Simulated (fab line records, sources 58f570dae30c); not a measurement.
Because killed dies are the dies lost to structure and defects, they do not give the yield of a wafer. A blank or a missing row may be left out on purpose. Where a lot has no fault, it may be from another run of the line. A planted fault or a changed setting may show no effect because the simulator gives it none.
One fault through the eyes of 2 desks | flow berkeley cmos170 | what lay behind the numbers comes last; until then each desk has only its own

## THE METROLOGY DESK
What the gauges read for every lot (on any tool): the sampled wafers with a number, averaged. A lot is out of limits, marked OUT, if its mean lies more than 4 standard deviations from the usual mean; the brackets give that distance.
Columns: A = cd nm at UCB170_M2_CD_MEAS_15, usual 700.2 nm; B = cd nm at UCB170_M2_CD_MEAS_90, usual 700.1 nm
lot  | first seen here | A               | B
L520 | day 7 23:54     | 699.4           | 699.6
L521 | day 8 00:12     | 701.5           | 702.4
L523 | day 8 05:41     | 702.7           | 703.3
L522 | day 8 05:46     | 696.7           | 698.2
L524 | day 8 22:56     | 699.9           | 700.0
L525 | day 8 23:24     | 699.4           | 698.4
L527 | day 9 06:18     | 699.7           | 699.2
L526 | day 9 06:35     | 699.4           | 698.6
L529 | day 10 01:29    | 699.2           | 699.6
L530 | day 10 01:41    | 699.8           | 698.0
L535 | day 11 04:53    | 701.0           | 698.2
L534 | day 11 05:02    | 683.8 (-12) OUT | 686.4 (-5.5) OUT
L541 | day 12 09:09    | 700.8           | 699.9
This desk finds L534 out of limits, L534 being first, at day 11 05:02 (cd nm at UCB170_M2_CD_MEAS_15). In limits: L520, L521, L523, L522, L524, L525, L527, L526, L529, L530, L535, L541.

## DESK OF THE TOOL OWNER: krf scanner-01
The tool's own readings at UCB170_M2_EXPOSE_12 (exposes mask METAL2, target cd 700 nm): means of the sampled wafers that have a number, for each lot that ran on this tool. A lot is out of limits, marked OUT, if its mean lies more than 4 standard deviations from the usual mean; the brackets give that distance.
Columns: A = exposure dose mJ cm2 at UCB170_M2_EXPOSE_12, usual 25.977; B = stage vel mm s at UCB170_M2_EXPOSE_12, usual 500.07 mm/s
lot  | first seen here | A                | B
L521 | day 7 23:49     | 25.993           | 499.75
L522 | day 8 05:22     | 25.963           | 500.23
L524 | day 8 22:27     | 26.003           | 500.16
L526 | day 9 06:12     | 25.968           | 500.30
L529 | day 10 01:05    | 26.004           | 500.01
L534 | day 11 04:23    | 25.405 (-21) OUT | 500.20
This desk finds L534 out of limits, L534 being first, at day 11 04:23 (exposure dose mJ cm2 at UCB170_M2_EXPOSE_12). In limits: L521, L522, L524, L526, L529.

## ALL TOGETHER
On L534, at day 11 04:23, an alarm was possible from the tool owner's desk.
An alarm was possible from the metrology desk at day 11 05:02, on L534.
Of the lots named, all ran UCB170_M2_EXPOSE_12 on krf scanner-01.

## WHAT WAS PUT IN BY THE SIMULATOR
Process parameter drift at UCB170_M2_EXPOSE_12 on krf scanner-01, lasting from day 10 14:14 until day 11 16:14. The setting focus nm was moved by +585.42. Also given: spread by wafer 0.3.
Struck lots among those shown: L534.
Hours from the fault's start to each desk's first reading out of limits: the tool owner's desk, 14; the metrology desk, 15.
